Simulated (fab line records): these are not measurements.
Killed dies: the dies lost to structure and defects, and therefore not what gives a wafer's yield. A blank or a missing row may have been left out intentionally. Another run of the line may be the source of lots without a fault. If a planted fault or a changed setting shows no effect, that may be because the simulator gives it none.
The tool behind it: which one?	flow berkeleyCmos170	21 wafers from 7 lots sampled at 3 of the route's 331 steps

## WHAT EACH GAUGE READ, for each wafer
UCB170_PFIELD_OVL_MEAS_06.
lot	measured	on	PFIELD_OVL (nm)
L684	day 4 15:35	overlay-01	-5 -8 1
L686	day 4 22:05	overlay-02	8 7 11
L690	day 6 09:58	overlay-01	3 6 7
L692	day 6 10:14	overlay-02	-1 -5 -7
L697	day 7 10:17	overlay-02	9 2 -1
L701	day 8 14:06	overlay-02	16 4 10
L704	day 8 14:29	overlay-02	4 7 4

## TOOL THAT RAN EACH LOT (tool first, then ch and the chambers of the sampled wafers, then the start)
lot	UCB170_ACTIVE_ETCH_15	UCB170_ACTIVE_STRIP_16
L684	rieDiel-01 ch 0,1,2, day 4 12:44	plasmaAsher-02 ch 0, day 4 12:50
L686	rieDiel-01 ch 2,3, day 4 18:58	plasmaAsher-04 ch 0,1, day 4 19:04
L690	rieDiel-03 ch 2,3, day 6 04:19	plasmaAsher-02 ch 0, day 6 04:25
L692	rieDiel-03 ch 0,2,3, day 6 04:52	plasmaAsher-01 ch 0,1, day 6 04:58
L697	rieDiel-03 ch 1,2,3, day 7 05:59	plasmaAsher-01 ch 0,1, day 7 06:05
L701	rieDiel-03 ch 0,2,3, day 8 09:18	plasmaAsher-01 ch 0,1, day 8 09:24
L704	rieDiel-04 ch 1,2,3, day 8 11:13	plasmaAsher-02 ch 0,1, day 8 11:19
- UCB170_ACTIVE_ETCH_15: etches Si3N4 in CH3F/Ar/O2, stops on SiO2, target depth 242 nm, time 151 s.
- UCB170_ACTIVE_STRIP_16: strips in O2.

## THE ANSWER, worked out from the rows above alone
Rule: the usual values come from the lots themselves. The widest of any qualifying gaps counts: lots, ordered by their means at a reading, are off when they make up no more than a third of the lots, leave a main group of 4 or more, and stand apart from it by 3 or more times the standard deviation of that group's means. A main group is skipped when, at the precision printed for the reading in the tables above, its means are all equal. A lot without any number at a reading at which 4 lots or more have one is off too. Where the step has rows for the other lots, those lots are counted as sound.
Nothing can be told from this: no lot is off at any reading shown.

## WHAT THE SIMULATOR HAD PUT IN
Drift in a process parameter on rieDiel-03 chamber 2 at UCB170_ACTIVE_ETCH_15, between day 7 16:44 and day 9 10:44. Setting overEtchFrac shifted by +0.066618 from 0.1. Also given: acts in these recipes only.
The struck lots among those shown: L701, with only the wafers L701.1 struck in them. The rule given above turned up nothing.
